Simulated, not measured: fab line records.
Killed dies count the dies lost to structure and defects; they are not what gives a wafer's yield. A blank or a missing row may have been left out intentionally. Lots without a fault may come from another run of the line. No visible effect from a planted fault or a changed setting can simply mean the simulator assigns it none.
One fault seen from 2 desks / flow berkeley cmos170 / every desk sees just its own numbers, and what lay behind them comes last

== FROM THE METROLOGY DESK ==
What the gauges read, lot by lot, whatever tool the lot ran on: means of the sampled wafers that have a number. Any lot whose mean is over 4 standard deviations away from the usual mean is out of limits and marked OUT; that distance is given in the brackets.
Columns: A = PWELL_OVL at UCB170_PWELL_OVL_MEAS_13, usual -2 nm; B = PWELL_TW at UCB170_PWELL_TW_MEAS_17, usual 378.5
lot=L879; first seen here=day 3 19:53; A=-12; B=379.9
lot=L886; first seen here=day 5 10:28; A=-1; B=376.5
lot=L894; first seen here=day 6 15:25; A=-5; B=378.4
lot=L897; first seen here=day 7 07:25; A=-9; B=376.4
lot=L896; first seen here=day 7 07:41; A=-1; B=377.7
This desk's finding: nothing out of limits on any of the 5 lots.

== FOR THE TOOL OWNER'S DESK: wet bench-04 ==
The tool's own readings at UCB170_PWELL_WET_ETCH_20 (etches SiO2 in BOE, time 22 s): means of the sampled wafers that have a number, for each lot that ran on this tool. Any lot whose mean is over 4 standard deviations away from the usual mean is out of limits and marked OUT; that distance is given in the brackets.
Columns: A = run length s at UCB170_PWELL_WET_ETCH_20, usual 49.2 s
lot=L879; first seen here=day 4 00:32; A=49.1
lot=L886; first seen here=day 5 15:05; A=33.1 (-27) OUT
This desk's verdict: out of limits on L886, starting with L886 at day 5 15:05 (run length s at UCB170_PWELL_WET_ETCH_20). In limits: L879.

== TAKEN TOGETHER ==
At day 5 15:05, on L886, the tool owner's desk was in a position to raise an alarm.
At the metrology desk, nothing out of limits was observed.
The metrology desk holds a record of L886, inside its limits.
UCB170_PWELL_WET_ETCH_20 was run on wet bench-04 by each of the lots named.

== WHAT THE SIMULATOR HAD PUT IN ==
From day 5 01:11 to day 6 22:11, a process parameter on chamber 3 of wet bench-04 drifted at UCB170_PWELL_WET_ETCH_20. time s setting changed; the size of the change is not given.
Struck lots among those shown: L886.
Delay in hours, fault start to first out-of-limits reading, by desk: the tool owner's desk at 14.
